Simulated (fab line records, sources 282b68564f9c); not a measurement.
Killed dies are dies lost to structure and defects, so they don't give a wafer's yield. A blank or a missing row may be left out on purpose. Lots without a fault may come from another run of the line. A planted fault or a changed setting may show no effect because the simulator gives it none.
Which tool did it? | flow rit_cmos | 14 lots, 42 wafers sampled, at 5 steps of a route of 202

WHAT THE GAUGES READ, wafer by wafer
RIT_NWELL_TW_MEAS_10. Usual: NWELL_TW 2153, standard deviation 24.
lot  | measured    | on            | NWELL_TW       | flag
L409 | day 2 03:46 | film_metro-04 | 2155 2149 2153 |
L412 | day 3 00:44 | film_metro-04 | 2165 2169 2154 |
L414 | day 3 07:46 | film_metro-02 | 2172 2183 2178 |
L416 | day 3 14:34 | film_metro-02 | 2187 2188 2189 |
L417 | day 3 20:29 | film_metro-03 | 2132 2132 2134 |
L418 | day 3 23:32 | film_metro-04 | 2155 2161 2175 |
L419 | day 4 04:19 | film_metro-04 | 2158 2168 2161 |
L420 | day 4 10:13 | film_metro-04 | 2152 2158 2176 |
L424 | day 5 06:01 | film_metro-03 | 2099 2116 2111 |
L425 | day 5 10:07 | film_metro-04 | 2162 2152 2155 |
L427 | day 5 20:04 | film_metro-03 | 2112 2116 2112 |
L428 | day 6 01:52 | film_metro-02 | 2184 2186 2176 |
L429 | day 6 05:52 | film_metro-04 | 2160 2151 2166 |
L431 | day 6 15:52 | film_metro-03 | 2099 2108 2113 |

RIT_PRETRO_OVL_MEAS_06. Usual: PRETRO_OVL -0.4 nm, standard deviation 1.3.
lot  | measured    | on         | PRETRO_OVL (nm) | flag
L409 | day 2 15:04 | overlay-01 | -0.2 -2.4 -0.6  |
L412 | day 3 11:19 | overlay-02 | 1.2 -0.7 -0.2   |
L414 | day 3 17:34 | overlay-02 | -0.5 0.5 -0.8   |
L416 | day 4 00:17 | overlay-01 | 0.2 -1.4 1.0    |
L417 | day 4 06:15 | overlay-01 | -0.1 0.4 1.3    |
L418 | day 4 09:46 | overlay-01 | 0.7 -0.1 0.4    |
L419 | day 4 13:56 | overlay-02 | -0.6 0.0 -0.5   |
L420 | day 4 19:57 | overlay-01 | 0.5 -0.1 -0.7   |
L424 | day 5 15:34 | overlay-02 | -1.3 -3.2 -2.8  |
L425 | day 5 20:27 | overlay-02 | -0.8 1.4 0.9    |
L427 | day 6 05:50 | overlay-02 | -1.9 -2.6 -1.6  |
L428 | day 6 11:28 | overlay-01 | 1.2 2.2 2.1     |
L429 | day 6 15:22 | overlay-01 | 0.3 -1.0 -1.1   |
L431 | day 7 01:37 | overlay-02 | 1.8 0.8 0.2     |

RIT_M1_CD_MEAS_90: target cd 2600 nm. Usual: cd_nm 2598 nm, standard deviation 3.9.
lot  | measured    | on        | cd_nm (nm)     | flag
L409 | day 3 19:30 | cd_sem-01 | 2598 2603 2600 |
L412 | day 4 12:23 | cd_sem-01 | 2595 2602 2599 |
L414 | day 4 18:07 | cd_sem-01 | 2596 2590 2596 |
L416 | day 5 00:46 | cd_sem-01 | 2604 2602 2603 |
L417 | day 5 08:41 | cd_sem-01 | 2592 2595 2592 |
L418 | day 5 10:16 | cd_sem-02 | 2596 2604 2598 |
L419 | day 5 16:05 | cd_sem-01 | 2598 2599 2597 |
L420 | day 5 20:32 | cd_sem-02 | 2591 2599 2600 |
L424 | day 6 16:49 | cd_sem-01 | 2591 2596 2595 |
L425 | day 6 21:10 | cd_sem-02 | 2596 2597 2608 |
L427 | day 7 06:01 | cd_sem-01 | 2601 2610 2601 |
L428 | day 7 11:46 | cd_sem-01 | 2595 2594 2593 |
L429 | day 7 15:14 | cd_sem-02 | 2601 2602 2603 |
L431 | day 8 01:59 | cd_sem-01 | 2594 2596 2594 |

WHICH TOOL RAN EACH LOT (tool, then ch and the chambers of the sampled wafers, then the start)
lot  | RIT_CONTACT_STRIP_12                | RIT_M1_METAL_ETCH_12
L409 | plasma_asher-04 ch 0,1, day 3 16:19 | rie_metal-03 ch 0,1, day 3 19:00
L412 | plasma_asher-02 ch 0,1, day 4 09:21 | rie_metal-03 ch 0,1, day 4 11:52
L414 | plasma_asher-04 ch 0,1, day 4 15:10 | rie_metal-04 ch 0,1, day 4 17:34
L416 | plasma_asher-04 ch 0, day 4 21:49   | rie_metal-01 ch 1, day 5 00:13
L417 | plasma_asher-03 ch 0,1, day 5 05:35 | rie_metal-04 ch 0,1, day 5 08:09
L418 | plasma_asher-04 ch 0,1, day 5 07:05 | rie_metal-03 ch 0,1, day 5 09:45
L419 | plasma_asher-03 ch 0,1, day 5 12:59 | rie_metal-01 ch 0,1, day 5 15:35
L420 | plasma_asher-04 ch 0,1, day 5 17:26 | rie_metal-04 ch 0,1, day 5 19:59
L424 | plasma_asher-03 ch 0,1, day 6 13:53 | rie_metal-04 ch 0,1, day 6 16:18
L425 | plasma_asher-02 ch 0,1, day 6 18:11 | rie_metal-01 ch 0,1, day 6 20:38
L427 | plasma_asher-02 ch 0,1, day 7 02:58 | rie_metal-01 ch 0,1, day 7 05:30
L428 | plasma_asher-04 ch 0,1, day 7 08:39 | rie_metal-04 ch 0, day 7 11:14
L429 | plasma_asher-04 ch 0,1, day 7 12:12 | rie_metal-03 ch 1, day 7 14:44
L431 | plasma_asher-04 ch 0,1, day 7 22:56 | rie_metal-04 ch 0,1, day 8 01:28
- RIT_CONTACT_STRIP_12: strips in O2, time 180 s.
- RIT_M1_METAL_ETCH_12: etches Al in Cl2/BCl3, stops on SiO2, time 165 s, target depth 600 nm.

WHAT THE TOOLS THEMSELVES READ (means of the sampled wafers that have a number; where no wafer has one, the mark that the record gives instead)
RIT_CONTACT_STRIP_12. Usual: drypump_motor_current_A 6.1 A, standard deviation 0.56; rf_refl_power_W 7.3 W, standard deviation 0.69.
lot  | tool            | drypump_motor_current_A (A) | rf_refl_power_W (W) | flag
L409 | plasma_asher-04 | 6.0                         | 7.8                 |
L412 | plasma_asher-02 | 5.2                         | 6.3                 |
L414 | plasma_asher-04 | 6.0                         | 7.8                 |
L416 | plasma_asher-04 | 6.6                         | 7.2                 |
L417 | plasma_asher-03 | 6.5                         | 7.1                 |
L418 | plasma_asher-04 | 6.3                         | 7.6                 |
L419 | plasma_asher-03 | 6.3                         | 7.1                 |
L420 | plasma_asher-04 | 6.0                         | 7.8                 |
L424 | plasma_asher-03 | 6.3                         | 6.9                 |
L425 | plasma_asher-02 | 5.2                         | 6.2                 |
L427 | plasma_asher-02 | 5.1                         | 7.0                 |
L428 | plasma_asher-04 | 6.0                         | 7.7                 |
L429 | plasma_asher-04 | 6.0                         | 7.8                 |
L431 | plasma_asher-04 | 6.0                         | 7.7                 |

RIT_M1_METAL_ETCH_12. Usual: drypump_motor_current_A 5.7 A, standard deviation 0.33; oes_product_au 0.772 a.u., standard deviation 0.015; throttle_valve_pct 8.23 %, standard deviation 0.1.
lot  | tool         | drypump_motor_current_A (A) | oes_product_au (a.u.) | throttle_valve_pct (%) | flag
L409 | rie_metal-03 | 5.2                         | 0.758                 | 8.14                   |
L412 | rie_metal-03 | 5.4                         | 0.778                 | 8.09                   |
L414 | rie_metal-04 | 5.7                         | 0.779                 | 8.22                   |
L416 | rie_metal-01 | 6.0                         | 0.767                 | 8.24                   |
L417 | rie_metal-04 | 5.8                         | 0.784                 | 8.27                   |
L418 | rie_metal-03 | 5.2                         | 0.765                 | 8.15                   |
L419 | rie_metal-01 | 5.9                         | 0.768                 | 8.34                   |
L420 | rie_metal-04 | 5.7                         | 0.773                 | 8.22                   |
L424 | rie_metal-04 | 5.7                         | 0.765                 | 8.24                   |
L425 | rie_metal-01 | 5.9                         | 0.749                 | 8.34                   |
L427 | rie_metal-01 | 5.8                         | 0.745                 | 8.33                   |
L428 | rie_metal-04 | 5.6                         | 0.755                 | 8.19                   |
L429 | rie_metal-03 | 5.6                         | 0.769                 | 8.05                   |
L431 | rie_metal-04 | 5.8                         | 0.784                 | 8.27                   |

THE ANSWER, worked out from the rows above alone
Rule: a lot is off if the mean of its wafers that have a number lies more than 3 standard deviations from the usual mean. A lot without any number at a reading at which 4 lots or more have one is off too. The other lots that the step has rows for count as sound. The gauges are gone through in route order, then the tools' own readings, and for those a lot's mean is taken as printed above. The first step at which some lot is off is used, and at that step the reading that is off furthest; a lot without a number counts as furthest.
No lot is off at any reading shown: from this, nothing can be told.

WHAT THE SIMULATOR HAD PUT IN
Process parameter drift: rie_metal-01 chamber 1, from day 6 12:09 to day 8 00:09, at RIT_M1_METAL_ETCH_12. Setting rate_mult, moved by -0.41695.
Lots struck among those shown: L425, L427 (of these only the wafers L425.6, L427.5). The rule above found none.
